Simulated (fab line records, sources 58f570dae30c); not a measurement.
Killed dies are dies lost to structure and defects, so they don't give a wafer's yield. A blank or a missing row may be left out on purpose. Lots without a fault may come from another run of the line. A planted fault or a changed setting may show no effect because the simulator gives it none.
Which tool did it? | flow berkeley_cmos170 | 14 lots, 42 wafers sampled, at 5 steps of a route of 331

WHAT THE GAUGES READ, wafer by wafer
UCB170_PWELL_TW_MEAS_17. Usual: PWELL_TW 376, standard deviation 3.
lot  | measured    | on            | PWELL_TW    | flag
L712 | day 3 04:58 | film_metro-03 | 379 375 378 |
L714 | day 3 11:30 | film_metro-01 | 373 371 373 |
L713 | day 3 11:22 | film_metro-01 | 371 372 372 |
L716 | day 4 04:50 | film_metro-03 | 378 377 379 |
L717 | day 4 05:09 | film_metro-03 | 378 379 377 |
L718 | day 4 14:32 | film_metro-04 | 377 377 380 |
L719 | day 4 14:49 | film_metro-01 | 371 369 370 |
L722 | day 5 12:50 | film_metro-01 | 370 372 369 |
L723 | day 5 18:15 | film_metro-04 | 360 359 362 | OFF
L724 | day 6 02:25 | film_metro-04 | 372 374 374 |
L725 | day 6 02:39 | film_metro-04 | 357 356 355 | OFF
L729 | day 7 05:32 | film_metro-04 | 374 376 374 |
L731 | day 7 16:10 | film_metro-04 | 375 373 374 |
L735 | day 8 01:26 | film_metro-04 | 377 379 378 |

UCB170_FIELD_THK_MEAS_90. Usual: FIELD_OXIDE_LEFT_1_THK 443 nm, standard deviation 9.5.
lot  | measured     | on            | FIELD_OXIDE_LEFT_1_THK (nm) | flag
L712 | day 5 11:39  | film_metro-01 | 443 443 440                 |
L714 | day 5 19:59  | film_metro-03 | 441 439 448                 |
L713 | day 5 19:59  | film_metro-04 | 451 452 455                 |
L716 | day 6 17:43  | film_metro-04 | 437 433 437                 |
L717 | day 6 17:44  | film_metro-01 | 432 433 437                 |
L718 | day 7 02:41  | film_metro-03 | 439 450 435                 |
L719 | day 7 02:41  | film_metro-04 | 451 442 439                 |
L722 | day 7 18:45  | film_metro-04 | 426 420 432                 |
L723 | day 8 11:34  | film_metro-01 | 436 443 435                 |
L724 | day 8 11:35  | film_metro-04 | 444 451 455                 |
L725 | day 8 11:34  | film_metro-03 | 448 442 435                 |
L729 | day 9 15:03  | film_metro-01 | 442 435 438                 |
L731 | day 9 15:02  | film_metro-04 | 446 450 453                 |
L735 | day 10 02:01 | film_metro-04 | 445 444 454                 |

UCB170_V2_THK_MEAS_01. Usual: V2_TEOS_THK 2005 nm, standard deviation 32.
lot  | measured     | on            | V2_TEOS_THK (nm) | flag
L712 | day 8 13:52  | film_metro-03 | 2013 1986 2068   |
L714 | day 8 22:13  | film_metro-04 | 1978 2049 2024   |
L713 | day 8 22:50  | film_metro-03 | 1965 2033 1992   |
L716 | day 9 12:37  | film_metro-02 | 2013 2033 2056   |
L717 | day 9 13:15  | film_metro-04 | 2004 2058 2050   |
L718 | day 10 01:43 | film_metro-02 | 1957 2071 2005   |
L719 | day 10 02:04 | film_metro-04 | 2009 1978 2017   |
L722 | day 10 11:25 | film_metro-04 | 2008 2035 2042   |
L723 | day 11 04:27 | film_metro-02 | 1962 2024 2018   |
L724 | day 11 05:47 | film_metro-04 | 1977 2020 1993   |
L725 | day 11 06:31 | film_metro-04 | 1918 1974 2007   |
L729 | day 12 10:42 | film_metro-02 | 1964 1974 2019   |
L731 | day 12 11:33 | film_metro-04 | 2001 2000 2005   |
L735 | day 13 02:44 | film_metro-02 | 2008 2057 2012   |

WHICH TOOL RAN EACH LOT (tool, then ch and the chambers of the sampled wafers, then the start)
lot  | UCB170_ZERO_ETCH_06               | UCB170_PWELL_IMPLANT_15
L712 | rie_diel-03 ch 0,3, day 1 18:29   | implanter-04 ch 0, day 3 04:43
L714 | rie_diel-03 ch 0,1,3, day 2 03:58 | implanter-03 ch 0, day 3 11:15
L713 | rie_diel-01 ch 0,1,3, day 2 04:02 | implanter-04 ch 0, day 3 11:02
L716 | rie_diel-03 ch 0,1,2, day 2 15:54 | implanter-03 ch 0, day 4 04:35
L717 | rie_diel-02 ch 0,3, day 2 20:46   | implanter-04 ch 0, day 4 04:56
L718 | rie_diel-01 ch 2,3, day 3 04:53   | implanter-04 ch 0, day 4 14:17
L719 | rie_diel-01 ch 0,2,3, day 3 08:42 | implanter-03 ch 0, day 4 14:34
L722 | rie_diel-02 ch 2,3, day 3 20:59   | implanter-04 ch 0, day 5 12:35
L723 | rie_diel-03 ch 0,3, day 4 05:52   | implanter-04 ch 0, day 5 18:00
L724 | rie_diel-02 ch 0,1, day 4 12:17   | implanter-03 ch 0, day 6 02:12
L725 | rie_diel-03 ch 1,2,3, day 4 12:20 | implanter-04 ch 0, day 6 02:24
L729 | rie_diel-01 ch 0,2,3, day 5 13:43 | implanter-03 ch 0, day 7 05:19
L731 | rie_diel-01 ch 1,2,3, day 5 22:19 | implanter-03 ch 0, day 7 15:55
L735 | rie_diel-03 ch 1,2, day 6 17:43   | implanter-03 ch 0, day 8 01:13
- UCB170_ZERO_ETCH_06: etches SiO2 in CHF3/CF4/Ar, time 12 s.
- UCB170_PWELL_IMPLANT_15

WHAT THE TOOLS THEMSELVES READ (means of the sampled wafers that have a number; where no wafer has one, the mark that the record gives instead)
UCB170_ZERO_ETCH_06. Usual: cf4_flow_sccm 10.00 sccm, standard deviation 0.031; drypump_motor_current_A 5.7 A, standard deviation 0.45; oes_product_au 0.620 a.u., standard deviation 0.014; throttle_valve_pct 9.25 %, standard deviation 0.11.
lot  | tool        | cf4_flow_sccm (sccm) | drypump_motor_current_A (A) | oes_product_au (a.u.) | throttle_valve_pct (%) | flag
L712 | rie_diel-03 | 9.98                 | 5.4                         | 0.627                 | 9.31                   |
L714 | rie_diel-03 | 9.96                 | 5.5                         | 0.618                 | 9.21                   |
L713 | rie_diel-01 | 10.01                | 6.0                         | 0.626                 | 9.37                   |
L716 | rie_diel-03 | 10.00                | 5.5                         | 0.615                 | 9.19                   |
L717 | rie_diel-02 | 10.00                | 5.6                         | 0.618                 | 9.25                   |
L718 | rie_diel-01 | 9.97                 | 5.5                         | 0.616                 | 9.29                   |
L719 | rie_diel-01 | 10.04                | 6.0                         | 0.613                 | 9.29                   |
L722 | rie_diel-02 | 9.98                 | 5.8                         | 0.632                 | 9.22                   |
L723 | rie_diel-03 | 10.02                | 5.4                         | 0.623                 | 9.30                   |
L724 | rie_diel-02 | 9.99                 | 5.9                         | 0.605                 | 9.23                   |
L725 | rie_diel-03 | 10.02                | 5.4                         | 0.620                 | 9.20                   |
L729 | rie_diel-01 | 10.02                | 6.0                         | 0.612                 | 9.29                   |
L731 | rie_diel-01 | 10.03                | 5.7                         | 0.618                 | 9.37                   |
L735 | rie_diel-03 | 9.98                 | 5.4                         | 0.614                 | 9.17                   |

UCB170_PWELL_IMPLANT_15. Usual: beam_energy_keV 60.003, standard deviation 0.017; end_station_pressure_torr 4.99e-06 Torr, standard deviation 2.6e-07.
lot  | tool         | beam_energy_keV | end_station_pressure_torr (Torr) | flag
L712 | implanter-04 | 59.989          | 5.15e-06                         |
L714 | implanter-03 | 59.992          | 4.99e-06                         |
L713 | implanter-04 | 59.988          | 5.09e-06                         |
L716 | implanter-03 | 60.018          | 5.21e-06                         |
L717 | implanter-04 | 59.987          | 5.10e-06                         |
L718 | implanter-04 | 59.996          | 5.14e-06                         |
L719 | implanter-03 | 59.992          | 4.91e-06                         |
L722 | implanter-04 | 60.024          | 5.21e-06                         |
L723 | implanter-04 | 42.009          | 5.23e-06                         | OFF
L724 | implanter-03 | 60.013          | 4.96e-06                         |
L725 | implanter-04 | 41.999          | 4.94e-06                         | OFF
L729 | implanter-03 | 60.002          | 4.97e-06                         |
L731 | implanter-03 | 60.003          | 4.92e-06                         |
L735 | implanter-03 | 59.993          | 4.90e-06                         |

THE ANSWER, worked out from the rows above alone
Rule: a lot is off if the mean of its wafers that have a number lies more than 3 standard deviations from the usual mean. A lot without any number at a reading at which 4 lots or more have one is off too. The other lots that the step has rows for count as sound. The gauges are gone through in route order, then the tools' own readings, and for those a lot's mean is taken as printed above. The first step at which some lot is off is used, and at that step the reading that is off furthest; a lot without a number counts as furthest.
Off: L723, L725, at UCB170_PWELL_TW_MEAS_17 (PWELL_TW).
A tool fits if, at a process step before that reading, it ran every lot that is off, and no sound lot after the first of them. The gauges at UCB170_PWELL_TW_MEAS_17 aren't tried: what is off there is off at UCB170_PWELL_IMPLANT_15 too, on other tools, and a gauge's error can't cause that. One fits: implanter-04 at UCB170_PWELL_IMPLANT_15. Its last sound lot is L722 (day 5 12:35), its first lot that is off L723 (day 5 18:00): a fault that began between those two fits.
The tool's own readings at UCB170_PWELL_IMPLANT_15 bear it out: on the lots that are off they differ by more than 5 times the standard deviation of the sound lots' means. beam_energy_keV reads 42.004 there against 60.000 on the sound lots.

WHAT THE SIMULATOR HAD PUT IN
Process parameter drift: implanter-04, from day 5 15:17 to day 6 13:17, at UCB170_PWELL_IMPLANT_15. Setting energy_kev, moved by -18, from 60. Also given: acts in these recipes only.
Lots struck among those shown: L723, L725. The rule above found the same.
